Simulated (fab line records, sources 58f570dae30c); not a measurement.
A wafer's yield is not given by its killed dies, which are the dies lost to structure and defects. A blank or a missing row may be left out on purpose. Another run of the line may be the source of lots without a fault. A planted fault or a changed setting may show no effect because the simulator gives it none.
fab line records	flow berkeleyCmos170
[record] lots = 6	wafers = 18	lastDay = 10
route steps=331 shown SCREENOX@100 NVT@104 PVT@115 GATE@125
lots untouched by any fault: they come from a run of this same line in which no faults occurred
startH: hours from the record's first day to the start of the lot's first wafer shown	waitH: hours from the lot's prior step to this one	" repeats the value in the row above	L1.1+2: one row covering several wafers at once	- no value, or no start given	* or withheld: withheld	< > ~ a bound
route shown NAME@n: NAME is a module with steps in the file, n the number in the route of the first one	usual: mean/standard deviation taken from wafers without a fault	same: alike in all rows	chamber/n: place in a boat	sites: readings site by site	_std_site: their standard deviation	_edge_site: outer sites' mean less inner sites'	radiusMm: for every site, how far away it sits from the centre of the wafer	mask NAME#n: copy n	behind: the most recent tool/chamber to have shaped the wafer	hold: cause of the lot's hold/its duration in hours/its outcome	device: which transistor (n, p or np) failed to switch	end of line: the tests these same wafers got at the end of their route	where a step has no rows: the recipe by itself	killed: at the first sort, the dies lost to defects and structure; wafer yield is something else	map: per-die view of a wafer (x killed, . not killed, _ where there is no die)
set.NAME: the setting as run; set.NAME@STEP: as run at that earlier step	model.NAME: the simulator's own value behind a step, which no gauge read
certain route steps with their lots: each step a table, each wafer a row
services: a tool's chamber out of use, with start hour (startH, from the record's first day; less than 0 if before it), hours out, and reason
[[steps]]
[step UCB170_SCREENOX_WET_ETCH_00]
[recipe] chemistry = dHF	dilution = 25:1	target = SiO2	tempC = 25	timeS = 200
[step UCB170_SCREENOX_OXIDATION_01]
[recipe] tempC = 900	ambient = O2	targetThkA = 144	oxTimeS = 2400
[step UCB170_SCREENOX_THK_MEAS_02]
[recipe] reads = SiO2_of_SCREENOX_OXIDATION_01
[usual] SCREENOX_OXIDE_THK = 14.4/0.32
lot.wafer	tool	chamber	startH	waitH	SCREENOX_OXIDE_THK[nm]
L603.2	filmMetro-02	-	121.34	0.0	14.3
L603.4	"	-	"	"	14.4
L603.5	"	-	"	"	14.2
L606.1	filmMetro-01	-	132.43	0.0	13.9
L606.5	"	-	"	"	14.0
L606.6	"	-	"	"	14.2
L608.2	filmMetro-02	-	136.53	0.0	14.4
L608.4	"	-	"	"	14.2
L608.5	"	-	"	"	14.2
L610.2	filmMetro-02	-	158.65	0.0	14.8
L610.3	"	-	"	"	14.9
L610.6	"	-	"	"	14.9
L612.3	filmMetro-01	-	158.66	0.0	14.8
L612.5	"	-	"	"	14.7
L612.6	"	-	"	"	14.6
L613.1	filmMetro-02	-	165.90	0.0	14.8
L613.2	"	-	"	"	14.9
L613.4	"	-	"	"	14.8
[step UCB170_SCREENOX_ANNEAL_03]
[recipe] tempC = 900	timeS = 900	ambient = N2
[step UCB170_NVT_HMDS_00]
[recipe] primeTimeS = 60	primeTempC = 100
[step UCB170_NVT_COAT_01]
[recipe] resist = KrF	spinRpm = 1500	resistThkNm = 900
[step UCB170_NVT_SOFTBAKE_02]
[recipe] resist = KrF	tempC = 130	timeS = 60
[step UCB170_NVT_EXPOSE_03]
[recipe] maskId = PWELL	targetCdNm = 3000	na = 0.5	sigmaOuter = 0.6	sourceShape = conventional	doseMj = 30
[step UCB170_NVT_PEB_04]
[recipe] pebTempC = 130	pebTimeS = withheld	resist = KrF
[step UCB170_NVT_DEVELOP_05]
[recipe] developer = TMAH	developTimeS = 45	resist = KrF	devTempC = 21
[step UCB170_NVT_OVL_MEAS_06]
[usual] NVT_OVL = 2/5.2
lot.wafer	tool	chamber	startH	waitH	NVT_OVL[nm]
L603.2	overlay-01	-	132.77	-	-3
L603.4	"	-	"	"	-4
L603.5	"	-	"	"	-4
L606.1	overlay-02	-	136.88	-	4
L606.5	"	-	"	"	9
L606.6	"	-	"	"	9
L608.2	overlay-01	-	140.93	-	-12
L608.4	"	-	"	"	-1
L608.5	"	-	"	"	-5
L612.3	overlay-02	-	163.99	-	-3
L612.5	"	-	"	"	5
L612.6	"	-	"	"	5
L610.2	overlay-01	-	164.18	-	6
L610.3	"	-	"	"	-5
L610.6	"	-	"	"	6
L613.1	overlay-02	-	171.26	-	8
L613.2	"	-	"	"	-3
L613.4	"	-	"	"	-5
[step UCB170_NVT_IMPLANT_07]
[recipe] species = BF2	doseCm2 = 3e+12	energyKev = 50	tiltDeg = 7
[step UCB170_NVT_STRIP_08]
[recipe] chemistry = O2	powerW = 400	pressureMtorr = 3500	platenTempC = withheld	o2FlowSccm = 400	overashFraction = 0.5
[usual] chamberPressureMTorr = 3500/3.2	drypumpMotorCurrentA = 5.8/0.37	o2FlowSccm = 399.8/1.2	oesProductAu = 0.735/0.0046	stripTimeToEndpointS = 21.65/0.06
lot.wafer	tool	chamber	startH	waitH	chamberPressureMTorr	drypumpMotorCurrentA	o2FlowSccm	oesProductAu	rfHoursCounterH	stripTimeToEndpointS	model.KrF_of_NVT_COAT_01.thkNm
L603.2	plasmaAsher-03	0	132.95	0.1	3499	5.5	399.9	0.736	43	21.63	0
L603.4	"	1	"	"	3496	5.4	400.9	0.742	-	21.67	0
L603.5	"	0	"	"	3501	5.4	400.2	0.735	-	21.70	0
L606.1	plasmaAsher-02	1	137.07	0.1	-	-	-	-	-	-	890.9
L606.5	"	1	"	"	-	-	-	-	-	-	888.4
L606.6	"	0	"	"	-	-	-	-	-	-	889.7
L608.2	plasmaAsher-01	1	141.11	0.1	-	-	-	-	-	-	887.7
L608.4	"	1	"	"	-	-	-	-	-	-	889.9
L608.5	"	0	"	"	-	-	-	-	-	-	891.9
L612.3	plasmaAsher-03	0	164.19	0.1	3508	5.4	398.4	0.739	-	21.61	0
L612.5	"	1	"	"	3505	5.4	399.4	0.731	-	21.71	0
L612.6	"	0	"	"	3499	5.4	398.1	0.739	-	21.63	0
L610.2	plasmaAsher-02	0	164.36	0.1	3503	5.7	397.4	0.728	38	21.66	0
L610.3	"	0	"	"	3497	5.7	398.1	0.730	-	21.65	0
L610.6	"	0	"	"	3502	5.7	400.3	0.738	-	21.68	0
L613.1	plasmaAsher-03	0	171.45	0.1	3497	5.5	399.7	0.734	49	21.60	0
L613.2	"	1	"	"	3499	5.3	397.1	0.733	49	21.62	0
L613.4	"	0	"	"	3507	5.5	399.1	0.734	-	21.56	0
[step UCB170_NVT_TW_MEAS_09]
[usual] NVT_TW = 524/3.4
lot.wafer	tool	chamber	startH	waitH	NVT_TW
L603.2	filmMetro-03	-	133.06	0.1	523
L603.4	"	-	"	"	522
L603.5	"	-	"	"	523
L606.1	filmMetro-04	-	137.17	0.1	528
L606.5	"	-	"	"	530
L606.6	"	-	"	"	526
L608.2	filmMetro-04	-	141.22	0.1	526
L608.4	"	-	"	"	526
L608.5	"	-	"	"	529
L612.3	filmMetro-03	-	164.28	0.1	523
L612.5	"	-	"	"	524
L612.6	"	-	"	"	527
L610.2	filmMetro-02	-	164.47	0.1	523
L610.3	"	-	"	"	524
L610.6	"	-	"	"	527
L613.1	filmMetro-04	-	171.55	0.1	524
L613.2	"	-	"	"	521
L613.4	"	-	"	"	524
[step UCB170_NVT_CLEAN_10]
[recipe] chemistry = SPM	tempC = 120	timeS = 600
[step UCB170_PVT_HMDS_00]
[recipe] primeTimeS = 60	primeTempC = 100
[step UCB170_PVT_COAT_01]
[recipe] resist = KrF	spinRpm = 1500	resistThkNm = 900
[step UCB170_PVT_SOFTBAKE_02]
[recipe] resist = KrF	tempC = 130	timeS = 59.17
[step UCB170_PVT_EXPOSE_03]
[recipe] maskId = NWELL	targetCdNm = 3000	na = 0.5	sigmaOuter = 0.6	sourceShape = conventional	doseMj = 30
[step UCB170_PVT_PEB_04]
[recipe] pebTempC = 130	pebTimeS = withheld	resist = KrF
[step UCB170_PVT_DEVELOP_05]
[recipe] developer = TMAH	developTimeS = 45	resist = KrF	devTempC = 21
[step UCB170_PVT_OVL_MEAS_06]
[usual] PVT_OVL = -3/6.9
lot.wafer	tool	chamber	startH	waitH	PVT_OVL[nm]
L603.2	overlay-01	-	134.70	-	-7
L603.4	"	-	"	"	2
L603.5	"	-	"	"	0
L606.1	overlay-01	-	141.45	-	-6
L606.5	"	-	"	"	2
L606.6	"	-	"	"	-1
L608.2	overlay-02	-	144.01	-	-6
L608.4	"	-	"	"	-4
L608.5	"	-	"	"	1
L612.3	overlay-01	-	166.43	-	0
L612.5	"	-	"	"	1
L612.6	"	-	"	"	3
L610.2	overlay-01	-	166.49	-	-13
L610.3	"	-	"	"	-6
L610.6	"	-	"	"	-13
L613.1	overlay-01	-	172.75	-	1
L613.2	"	-	"	"	-1
L613.4	"	-	"	"	-2
[step UCB170_PVT_IMPLANT_07]
[recipe] species = P	doseCm2 = 2e+12	energyKev = 30	tiltDeg = 7
[step UCB170_PVT_STRIP_08]
[recipe] chemistry = O2	powerW = 400	pressureMtorr = 3500	platenTempC = withheld	o2FlowSccm = 400	overashFraction = 0.5
[usual] chamberPressureMTorr = 3500/3.7	drypumpMotorCurrentA = 5.8/0.42	o2FlowSccm = 399.9/1.2	oesProductAu = 0.735/0.0045	stripTimeToEndpointS = 21.61/0.073
lot.wafer	tool	chamber	startH	waitH	chamberPressureMTorr	drypumpMotorCurrentA	o2FlowSccm	oesProductAu	rfHoursCounterH	stripTimeToEndpointS
L603.2	plasmaAsher-03	0	134.88	0.1	3498	5.4	399.9	0.738	44	21.66
L603.4	"	0	"	"	3503	5.5	402.1	0.735	-	21.61
L603.5	"	1	"	"	3501	5.4	397.9	0.738	-	21.63
L606.1	plasmaAsher-01	0	141.64	0.1	3499	6.5	399.9	0.740	44	47.96
L606.5	"	0	"	"	3496	6.5	401.7	0.738	-	47.94
L606.6	"	1	"	"	3496	5.5	398.2	0.732	-	47.97
L608.2	plasmaAsher-04	0	144.19	0.1	3499	5.8	399.1	0.729	3	47.96
L608.4	"	1	"	"	3503	6.2	399.0	0.738	-	48.08
L608.5	"	1	"	"	3501	6.2	399.1	0.739	-	48.04
L612.3	plasmaAsher-03	0	166.64	0.1	3496	5.4	400.6	0.735	-	21.57
L612.5	"	0	"	"	3503	5.4	399.8	0.741	-	21.52
L612.6	"	1	"	"	3499	5.3	401.0	0.736	-	21.54
L610.2	plasmaAsher-04	0	166.67	0.1	3507	5.8	399.7	0.736	4	21.55
L610.3	"	0	"	"	3501	5.8	400.5	0.739	-	21.55
L610.6	"	1	"	"	3507	6.2	401.0	0.732	-	21.61
L613.1	plasmaAsher-04	0	172.94	0.1	3499	5.8	401.2	0.731	4	21.67
L613.2	"	1	"	"	3508	6.2	400.4	0.732	4	21.66
L613.4	"	0	"	"	3501	5.9	400.9	0.735	-	21.69
[step UCB170_PVT_TW_MEAS_09]
[usual] PVT_TW = 507.9/2.2
lot.wafer	tool	chamber	startH	waitH	PVT_TW
L603.2	filmMetro-04	-	134.99	0.1	508.7
L603.4	"	-	"	"	507.0
L603.5	"	-	"	"	507.0
L606.1	filmMetro-03	-	141.74	0.1	29.8
L606.5	"	-	"	"	30.0
L606.6	"	-	"	"	30.0
L608.2	filmMetro-03	-	144.30	0.1	30.2
L608.4	"	-	"	"	29.8
L608.5	"	-	"	"	29.7
L612.3	filmMetro-04	-	166.73	0.1	507.5
L612.5	"	-	"	"	509.3
L612.6	"	-	"	"	506.8
L610.2	filmMetro-03	-	166.78	0.1	508.8
L610.3	"	-	"	"	509.4
L610.6	"	-	"	"	507.9
L613.1	filmMetro-01	-	173.04	0.1	504.3
L613.2	"	-	"	"	506.1
L613.4	"	-	"	"	504.9
[step UCB170_GATE_WET_ETCH_00]
[recipe] chemistry = dHF	dilution = 25:1	target = SiO2	tempC = 25	timeS = 200
[[services]]
tool	chamber	startH	hours	kind
plasmaAsher-04	0	117.75	-	clean
plasmaAsher-04	1	117.75	-	clean
plasmaAsher-04	-	145.42	14.6	pm
[[key]]
[firstSign] step = UCB170_NVT_STRIP_08	reading = toolRecord	direction = missing
[effect] step = UCB170_PVT_STRIP_08	reading = stripTimeToEndpointS	direction = up	sigmas = 99+	usual = *	struck = *
[effect] step = UCB170_PVT_TW_MEAS_09	reading = PVT_TW	direction = down	sigmas = 99+	usual = 507.9	struck = 29.9
[modelEffect] step = UCB170_NVT_STRIP_08	value = KrF_of_NVT_COAT_01.thkNm	without = 0	struck = 889.8
metAt UCB170_NVT_STRIP_08
struckWafers L606.1,L606.5,L606.6,L608.2,L608.4,L608.5
rowsEnd L606.1,L606.5,L606.6,L608.2,L608.4,L608.5
[fault] kind = skippedStepWhole	tool = plasmaAsher-01,plasmaAsher-02	chamber = -	onsetH = 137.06	steps = UCB170_NVT_STRIP_08	scope = struckLotsOnly
// rowsEnd: these wafers met a further fault down the route, and their rows from its step on are left out
